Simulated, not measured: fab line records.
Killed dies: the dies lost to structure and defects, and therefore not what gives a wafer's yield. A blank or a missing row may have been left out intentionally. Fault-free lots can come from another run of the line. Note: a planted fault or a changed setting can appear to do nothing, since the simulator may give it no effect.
Comparing a struck lot with a sound one | flow rit-cmos | 14 steps out of a route of 202
Sound: these wafers, L113.1, L113.4, L113.5. Wafers struck: L116.2, L116.3, L116.6. The cause is given at the end.
For every step that has rows: the tool of each side, followed by ch and its chambers, followed by its first start. Under that, the readings that differ: sound wafers | struck wafers | difference of the means | sigmas: that difference in standard deviations of wafers without a fault.
alike: a reading whose means differ by less than 2 such deviations, as well as words and numbers matching on both sides. not compared: withheld readings; readings where some wafer has no value; bounds like >300 that might hide an equal value; numbers whose values overlap and for which the record gives no deviation.
A row with sigmas, a row that says differs or no value, or rows on one side alone: a step with any of these is where the two part. When numbers do not overlap yet have no deviation, they are printed without sigmas and do not part them. Lack of a reading on every wafer of one side parts them only where that side has two or more wafers.

first, 1 step without rows for these wafers: RIT_PLDD_IMPLANT_08.
RIT_PLDD_STRIP_09: strips in O2, time 180 s.
  sound on plasma-asher-04 ch 0,1, day 3 00:57; struck on plasma-asher-03 ch 0, day 3 18:08
  alike: drypump-motor-current-A, o2-flow-sccm
  not compared: rf-hours-counter-h
RIT_PLDD_TW_MEAS_10:
  sound on film-metro-01, day 3 01:07; struck on film-metro-02, day 3 18:19
  alike: PLDD_TW
then, 4 steps without rows for these wafers: RIT_SPACER_CLEAN_00 (cleans in SC1, time 600 s); RIT_SPACER_CLEAN_01 (cleans in dHF, time 30 s); RIT_SPACER_CLEAN_02 (cleans in SC2, time 600 s); RIT_SPACER_CVD_03 (deposits Si3N4 from SiH2Cl2/NH3, target thk 250 nm, time 3300 s).
RIT_SPACER_THK_MEAS_04:
  sound on film-metro-04, day 3 04:26; struck on film-metro-04, day 3 20:41
  alike: SPACER_NITRIDE_THK
RIT_SPACER_ETCHBACK_05: etches Si3N4 in SF6/CHF3, stops on SiO2, target depth 250 nm, time 240 s.
  sound on rie-diel-01 ch 0,1, day 3 04:29; struck on rie-diel-02 ch 0,1,2, day 3 20:44
  reading                     | sound          | struck         | difference | sigmas
  drypump-motor-current-A (A) | 5.21 5.42 5.20 | 6.24 5.78 5.63 | +0.61      | +2
  alike: oes-product-au, throttle-valve-pct
  not compared: rf-hours-counter-h
then, 3 steps without rows for these wafers: RIT_NSD_HMDS_00 (prime time 60 s); RIT_NSD_COAT_01 (resist thk 1000 nm); RIT_NSD_SOFTBAKE_02 (time 60 s).
RIT_NSD_EXPOSE_03: exposes mask M9, target cd 40700 nm.
  sound on iline-stepper-01 ch 0, day 3 05:17; struck on iline-stepper-01, day 3 21:32
  no value came back on the struck wafers for exposure-dose-mJ-cm2, focus-offset-nm (nm), reticle-temp-C (C); on the sound wafers exposure-dose-mJ-cm2 reads 249.97 249.51 250.32
  alike: mask
after that, 1 step had no rows for these wafers: RIT_NSD_PEB_04.

== WHERE THEY PART ==
Earliest at RIT_SPACER_ETCHBACK_05; latest, in this record, at RIT_NSD_EXPOSE_03.

WHY: what the simulator had put in
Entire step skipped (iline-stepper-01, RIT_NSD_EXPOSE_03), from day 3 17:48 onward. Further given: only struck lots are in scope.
